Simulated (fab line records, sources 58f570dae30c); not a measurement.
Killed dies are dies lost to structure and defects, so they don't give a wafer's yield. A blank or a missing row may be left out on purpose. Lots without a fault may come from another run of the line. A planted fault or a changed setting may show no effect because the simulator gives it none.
Which tool did it? | flow berkeley_cmos170 | 6 lots, 18 wafers sampled, at 4 steps of a route of 331

WHAT THE GAUGES READ, wafer by wafer
UCB170_M1_CD_MEAS_90: target cd 700 nm.
lot  | measured     | on        | cd_nm (nm)
L481 | day 7 16:56  | cd_sem-01 | 698.4 695.2 694.8
L483 | day 8 20:11  | cd_sem-01 | 696.0 696.0 695.1
L487 | day 9 14:35  | cd_sem-01 | 700.0 702.7 699.9
L491 | day 10 04:56 | cd_sem-01 | 702.9 701.4 699.2
L492 | day 10 15:04 | cd_sem-02 | 702.4 699.7 696.4
L496 | day 10 19:42 | cd_sem-01 | 695.4 693.8 697.9

WHICH TOOL RAN EACH LOT (tool, then ch and the chambers of the sampled wafers, then the start)
lot  | UCB170_PVT_STRIP_08                 | UCB170_M1_METAL_ETCH_12           | UCB170_M1_STRIP_13
L481 | plasma_asher-01 ch 0,1, day 6 07:14 | rie_metal-04 ch 0, day 7 16:34    | plasma_asher-04 ch 0,1, day 7 16:50
L483 | plasma_asher-02 ch 0,1, day 7 05:34 | rie_metal-02 ch 0,1, day 8 19:58  | plasma_asher-01 ch 0,1, day 8 20:05
L487 | plasma_asher-01 ch 0,1, day 7 23:11 | rie_metal-01 ch 0,1, day 9 14:22  | plasma_asher-02 ch 0,1, day 9 14:29
L491 | plasma_asher-01 ch 0,1, day 8 08:31 | rie_metal-01 ch 0,1, day 10 04:19 | plasma_asher-01 ch 0,1, day 10 04:26
L492 | plasma_asher-01 ch 0,1, day 8 18:25 | rie_metal-02 ch 0,1, day 10 14:50 | plasma_asher-04 ch 0,1, day 10 14:57
L496 | plasma_asher-01 ch 0,1, day 8 18:43 | rie_metal-04 ch 0,1, day 10 19:28 | plasma_asher-02 ch 0,1, day 10 19:35
- UCB170_PVT_STRIP_08: strips in O2.
- UCB170_M1_METAL_ETCH_12: etches Al in Cl2/BCl3, stops on PSG, target depth 780 nm, time 130 s.
- UCB170_M1_STRIP_13: strips in O2.

THE ANSWER, worked out from the rows above alone
Rule: what is usual is taken from the lots themselves. Put in order of their means at a reading, lots are off if they are a third of the lots or fewer, leave a main group of 4 or more, and stand apart from it by a gap of 3 or more times the standard deviation of the main group's means; of several such gaps the widest counts. A main group whose means are all the same, to the digits that the tables above print for the reading, isn't used. A lot without any number at a reading at which 4 lots or more have one is off too. The other lots that the step has rows for count as sound.
No lot is off at any reading shown: from this, nothing can be told.

WHAT THE SIMULATOR HAD PUT IN
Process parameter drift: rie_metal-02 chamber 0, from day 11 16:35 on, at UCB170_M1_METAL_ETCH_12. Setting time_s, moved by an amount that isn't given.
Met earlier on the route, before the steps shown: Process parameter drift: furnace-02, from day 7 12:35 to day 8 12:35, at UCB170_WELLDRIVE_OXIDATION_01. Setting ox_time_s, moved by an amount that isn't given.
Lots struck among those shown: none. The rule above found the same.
